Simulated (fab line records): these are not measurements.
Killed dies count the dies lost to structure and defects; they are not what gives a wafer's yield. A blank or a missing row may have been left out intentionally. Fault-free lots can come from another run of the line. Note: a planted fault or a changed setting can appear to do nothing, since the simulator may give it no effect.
What tool caused it? ; flow berkeleyCmos170 ; 14 lots, 42 wafers sampled, at 5 steps of a route of 331

== WHAT THE GAUGES READ, wafer by wafer ==
UCB170_CONTACT_CD_MEAS_90 targets a cd of 700 nm.
lot;measured;on;cdNm (nm)
L232;day 7 21:22;cdSem-02;698.0 697.4 698.6
L231;day 7 22:44;cdSem-01;700.1 700.6 700.9
L233;day 8 01:34;cdSem-02;697.3 699.9 698.9
L234;day 8 07:47;cdSem-01;699.8 699.1 698.5
L238;day 8 09:16;cdSem-01;696.6 698.7 697.3
L237;day 8 13:15;cdSem-02;700.7 701.7 699.3
L240;day 9 02:40;cdSem-02;699.6 698.9 701.1
L242;day 9 17:03;cdSem-02;701.8 702.7 702.7
L246;day 11 01:11;cdSem-01;700.0 701.2 700.1
L245;day 11 03:34;cdSem-02;701.0 700.7 701.7
L248;day 11 04:08;cdSem-02;702.7 701.9 700.6
L252;day 11 22:20;cdSem-01;703.4 703.6 701.9
L251;day 12 00:41;cdSem-01;699.1 697.6 698.5
L253;day 12 13:59;cdSem-02;699.6 701.9 703.0

UCB170_V2_THK_MEAS_01.
lot;measured;on;V2_TEOS_THK (nm)
L232;day 8 08:40;filmMetro-02;1978 1964 2008
L231;day 8 09:20;filmMetro-04;1959 1976 2021
L233;day 8 21:08;filmMetro-03;2000 2005 2012
L234;day 8 20:48;filmMetro-03;2024 2047 2061
L238;day 8 21:38;filmMetro-04;2058 2033 2041
L237;day 9 05:49;filmMetro-02;1975 1982 2020
L240;day 9 13:47;filmMetro-04;1981 1526 1560
L242;day 10 04:56;filmMetro-03;1989 2027 1547
L246;day 11 18:37;filmMetro-02;1979 1972 1996
L245;day 11 19:08;filmMetro-04;1965 1992 2034
L248;day 11 18:23;filmMetro-03;1958 1984 1999
L252;day 12 13:31;filmMetro-04;2008 2035 2016
L251;day 12 14:23;filmMetro-04;2009 2047 2023
L253;day 13 02:02;filmMetro-02;1961 1973 1991

UCB170_V2_THK_MEAS_04.
lot;measured;on;V2_POLISHED_THK (nm)
L232;day 8 09:08;filmMetro-03;1000.6 1000.2 998.3
L231;day 8 09:49;filmMetro-02;1000.1 999.5 999.9
L233;day 8 21:37;filmMetro-03;1000.3 999.3 1000.2
L234;day 8 21:17;filmMetro-02;1001.2 1001.5 1000.7
L238;day 8 22:07;filmMetro-03;1000.8 1000.6 999.2
L237;day 9 06:18;filmMetro-03;1001.9 1000.1 1001.0
L240;day 9 14:16;filmMetro-04;1000.2 566.4 568.7
L242;day 10 05:25;filmMetro-03;1000.9 1000.3 560.7
L246;day 11 19:06;filmMetro-02;1000.8 1000.2 1002.8
L245;day 11 19:37;filmMetro-04;1001.6 1001.0 1000.9
L248;day 11 18:52;filmMetro-03;1000.9 1003.1 1002.3
L252;day 12 13:59;filmMetro-02;1002.0 1001.5 1002.3
L251;day 12 14:52;filmMetro-04;1000.8 1000.9 1000.4
L253;day 13 02:31;filmMetro-03;1001.5 999.9 1000.2

== TOOL THAT RAN EACH LOT (tool first, then ch and the chambers of the sampled wafers, then the start) ==
lot;UCB170_M2_STRIP_07;UCB170_V2_CVD_00
L232;plasmaAsher-01 ch 0,1, day 8 06:32;pecvd-01 ch 0,2, day 8 08:30
L231;plasmaAsher-04 ch 0,1, day 8 06:38;pecvd-03 ch 0,1,2, day 8 09:11
L233;plasmaAsher-02 ch 0,1, day 8 18:49;pecvd-03 ch 0,2, day 8 20:59
L234;plasmaAsher-04 ch 0,1, day 8 18:26;pecvd-04 ch 0,1,2, day 8 20:41
L238;plasmaAsher-04 ch 0,1, day 8 19:46;pecvd-04 ch 0,1,2, day 8 21:32
L237;plasmaAsher-02 ch 0,1, day 9 03:56;pecvd-04 ch 0,2, day 9 05:40
L240;plasmaAsher-04 ch 0,1, day 9 11:46;pecvd-03 ch 1,2, day 9 13:37
L242;plasmaAsher-04 ch 0,1, day 10 03:05;pecvd-03 ch 0,1, day 10 04:46
L246;plasmaAsher-01 ch 0,1, day 11 14:22;pecvd-04 ch 0,2, day 11 18:23
L245;plasmaAsher-02 ch 0,1, day 11 15:04;pecvd-04 ch 0,2, day 11 18:53
L248;plasmaAsher-01 ch 0,1, day 11 14:46;pecvd-01 ch 0,1, day 11 18:14
L252;plasmaAsher-01 ch 0,1, day 12 10:47;pecvd-04 ch 1,2, day 12 13:20
L251;plasmaAsher-02 ch 0,1, day 12 11:44;pecvd-01 ch 0,1,2, day 12 14:13
L253;plasmaAsher-01 ch 0,1, day 12 23:26;pecvd-04 ch 0,1,2, day 13 01:52
- UCB170_M2_STRIP_07: strips in O2.
- UCB170_V2_CVD_00: deposits SiO2 from TEOS/O2, target thk 2000 nm, time 250 s.

== WHAT THE TOOLS THEMSELVES READ (means of the sampled wafers that have a number; where no wafer has one, the mark that the record gives instead) ==
UCB170_M2_STRIP_07.
lot;tool;drypumpMotorCurrentA (A);oesProductAu (a.u.);stripTimeToEndpointS (s)
L232;plasmaAsher-01;5.0;0.738;21.98
L231;plasmaAsher-04;6.4;0.742;21.95
L233;plasmaAsher-02;5.9;0.738;21.94
L234;plasmaAsher-04;6.1;0.736;21.95
L238;plasmaAsher-04;6.1;0.732;22.01
L237;plasmaAsher-02;5.6;0.737;22.07
L240;plasmaAsher-04;6.4;0.734;22.06
L242;plasmaAsher-04;6.1;0.727;21.99
L246;plasmaAsher-01;5.1;0.739;21.88
L245;plasmaAsher-02;5.9;0.735;22.06
L248;plasmaAsher-01;5.0;0.733;21.91
L252;plasmaAsher-01;5.1;0.734;22.07
L251;plasmaAsher-02;5.6;0.731;21.91
L253;plasmaAsher-01;5.1;0.733;21.94

UCB170_V2_CVD_00.
lot;tool;heaterPowerW (W)
L232;pecvd-01;262
L231;pecvd-03;255
L233;pecvd-03;288
L234;pecvd-04;185
L238;pecvd-04;216
L237;pecvd-04;227
L240;pecvd-03;313
L242;pecvd-03;195
L246;pecvd-04;261
L245;pecvd-04;198
L248;pecvd-01;228
L252;pecvd-04;205
L251;pecvd-01;265
L253;pecvd-04;263

== THE ANSWER, worked out from the rows above alone ==
Rule: what is usual is taken from the lots themselves. Put in order of their means at a reading, lots are off if they are a third of the lots or fewer, leave a main group of 4 or more, and stand apart from it by a gap of 3 or more times the standard deviation of the main group's means; of several such gaps the widest counts. A main group is skipped when, at the precision printed for the reading in the tables above, its means are all equal. A lot without any number at a reading at which 4 lots or more have one is off too. Where the step has rows for the other lots, those lots are counted as sound. After the gauges, taken in route order, come the tools' own readings; for these a lot's mean is taken, as printed above. The first step at which some lot is off is used, and at that step the reading that is off furthest; a lot without a number counts as furthest.
Off: L240, L242, at UCB170_V2_THK_MEAS_01 (V2_TEOS_THK). Main group: mean 2003 nm, sd 24.
If a tool, at a process step before that reading, ran all the lots that are off and no sound lot after the first of them, it fits. Gauges at UCB170_V2_THK_MEAS_01: tried the same way as those tools. Can't be told from this: 2 tools fit, plasmaAsher-04 at UCB170_M2_STRIP_07, pecvd-03 at UCB170_V2_CVD_00.

== WHAT HAD BEEN PUT IN BY THE SIMULATOR ==
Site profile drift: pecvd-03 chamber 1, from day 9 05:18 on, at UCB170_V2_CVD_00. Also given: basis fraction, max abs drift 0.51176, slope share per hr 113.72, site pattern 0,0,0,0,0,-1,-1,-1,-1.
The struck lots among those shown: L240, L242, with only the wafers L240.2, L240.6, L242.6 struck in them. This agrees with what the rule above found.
